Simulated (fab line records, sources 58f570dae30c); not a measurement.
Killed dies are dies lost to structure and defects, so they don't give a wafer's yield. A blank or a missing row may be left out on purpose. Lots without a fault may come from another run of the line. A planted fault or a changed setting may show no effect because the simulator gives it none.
Problem report in the 8D (eight disciplines) form, filled by code | flow berkeley_cmos170 | the parts of the form that need people (team, actions taken, sign-off) are left out

1. THE PROBLEM
exposure_dose_mJ_cm2 at UCB170_CONTACT_EXPOSE_12 reads a mean of 34.70 on 3 wafers of 1 lot; wafers without a fault read 35.00 with a standard deviation of 0.042. That is -7.1 standard deviations from the usual mean.
The step: exposes mask CONT, target cd 700 nm.
First seen on wafer L516.3, day 12 08:46, on krf_scanner-01. The record holds 39 wafers of 13 lots with a number at this step. Rule for "out", or "out of limits": more than 4 standard deviations from the usual mean. The other wafers with a number count as sound.

2. WHAT IT IS AND WHAT IT IS NOT
question                    | is                     | is not
which readings at this step | exposure_dose_mJ_cm2   | reticle_temp_C
which lots                  | L516                   | L493, L494, L495, L496, L498, L499, L500, L501, L502, L503, L508, L509
which wafers of those lots  | all that have a number | -
read on which tools         | krf_scanner-01         | krf_scanner-02
when                        | from day 12 08:46      | up to then (36 sound wafers)

3. SUSPECTS, AND WHAT RULES EACH OUT
Counting: a tool at a process step up to the reading stays a suspect if it ran every lot that is out and no sound lot after the first of them.
- pvd_sputter-03 at UCB170_SILICIDE_SPUTTER_01 (material Ti, target thk 30 nm, time 25 s): kept. It ran the lot that is out, L516 (day 12 04:53), and no sound lot after that; its last sound lot up to then is L502 (day 8 22:16).
- krf_scanner-01 at UCB170_CONTACT_EXPOSE_12 (exposes mask CONT, target cd 700 nm): kept. It ran the lot that is out, L516 (day 12 08:46), and no sound lot after that; its last sound lot up to then is L509 (day 10 09:12). Its own readings are out on those wafers: exposure_dose_mJ_cm2.
Left after counting: pvd_sputter-03 at UCB170_SILICIDE_SPUTTER_01, krf_scanner-01 at UCB170_CONTACT_EXPOSE_12.

4. THE CAUSE (what the simulator had put in)
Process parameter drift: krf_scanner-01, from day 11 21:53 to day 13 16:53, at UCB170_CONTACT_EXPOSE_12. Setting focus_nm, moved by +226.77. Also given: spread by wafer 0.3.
Counting left 2 suspects, and this tool is among them.

5. THE CHAIN OF EFFECTS, in route order
Each row: a reading whose mean over the struck wafers that have a number lies more than 3 standard deviations from the usual. Only readings for which the record gives a usual standard deviation are gone through. hours: the time from each lot's start at the first step in this table that gives one to its start at this step, as a median over the lots. sigmas: the change in usual standard deviations.
hours | step                     | reading              | usual | on struck wafers | change | sigmas
0     | UCB170_CONTACT_EXPOSE_12 | exposure_dose_mJ_cm2 | 35.00 | 34.70            | -0.30  | -7.1
The process steps in it:
- UCB170_CONTACT_EXPOSE_12: exposes mask CONT, target cd 700 nm.

6. WHAT WOULD HAVE CAUGHT IT SOONER
In this record the first reading out of limits was taken at day 12 08:46, 11 hours after the fault began at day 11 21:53.
